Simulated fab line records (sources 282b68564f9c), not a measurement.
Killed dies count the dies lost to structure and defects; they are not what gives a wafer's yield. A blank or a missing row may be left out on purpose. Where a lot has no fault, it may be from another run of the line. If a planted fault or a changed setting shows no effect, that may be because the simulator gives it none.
A lot that was struck, set against a sound lot -- flow rit-cmos -- 14 out of 202 route steps
Sound: the wafers L845.1, L845.3, L845.4. The struck wafers were L848.1, L848.2, L848.4. The cause is named last.
Each step with rows lists, per side, the tool, then ch with its chambers, then its first start. Under that, the readings that differ: sound wafers -- struck wafers -- difference of the means -- sigmas: that difference in standard deviations of wafers without a fault.
alike: readings whose means differ by less than 2 such deviations, and words and numbers that are the same on both sides. not compared: withheld readings, readings that some wafer has no value for, bounds like >300 that may hide the same value, and numbers for which the record gives no deviation and whose values overlap.
The two part at a step that has a row with sigmas, a row that says differs or no value, or rows on one side only. Numbers that have no deviation but don't overlap get no sigmas and don't part them. A reading missing from all wafers of one side parts the sides only when that side holds two or more wafers.

first, 4 steps without rows for these wafers: RIT_NWELL_SOFTBAKE_02 (time 60 s); RIT_NWELL_EXPOSE_03 (exposes mask M2, target cd 43900 nm); RIT_NWELL_PEB_04; RIT_NWELL_DEVELOP_05 (develop time 68 s).
RIT_NWELL_OVL_MEAS_06:
  sound: overlay-02 at day 3 03:38; struck: overlay-01 at day 3 19:33
  alike: NWELL_OVL
then, 2 steps without rows for these wafers: RIT_NWELL_HARDBAKE_07 (time 120 s); RIT_NWELL_IMPLANT_08.
RIT_NWELL_STRIP_09: strips in O2, time 180 s.
  sound on plasma-asher-04 ch 0,1, day 3 04:05; struck on plasma-asher-02 ch 0,1, day 3 19:59
  alike: drypump-motor-current-A
  not compared: rf-hours-counter-h
RIT_NWELL_TW_MEAS_10:
  sound: film-metro-04 at day 3 04:15; struck: film-metro-02 at day 3 20:10
  alike: NWELL_TW
then, 3 steps without rows for these wafers: RIT_PWELL_HMDS_00 (prime time 60 s); RIT_PWELL_COAT_01 (resist thk 1300 nm); RIT_PWELL_SOFTBAKE_02 (time 60 s).
RIT_PWELL_EXPOSE_03: exposes mask M3, target cd 43700 nm.
  sound on iline-stepper-02 ch 0, day 3 04:53; struck on iline-stepper-02, day 3 20:47
  no value came back on the struck wafers for exposure-dose-mJ-cm2, focus-offset-nm (nm); on the sound wafers exposure-dose-mJ-cm2 reads 250.32 249.83 250.28
  alike: mask
after that, 1 step had no rows for these wafers: RIT_PWELL_PEB_04.

WHERE THEY PART
At RIT_PWELL_EXPOSE_03 and nowhere else, as far as this record goes.

WHY: the cause the simulator had injected
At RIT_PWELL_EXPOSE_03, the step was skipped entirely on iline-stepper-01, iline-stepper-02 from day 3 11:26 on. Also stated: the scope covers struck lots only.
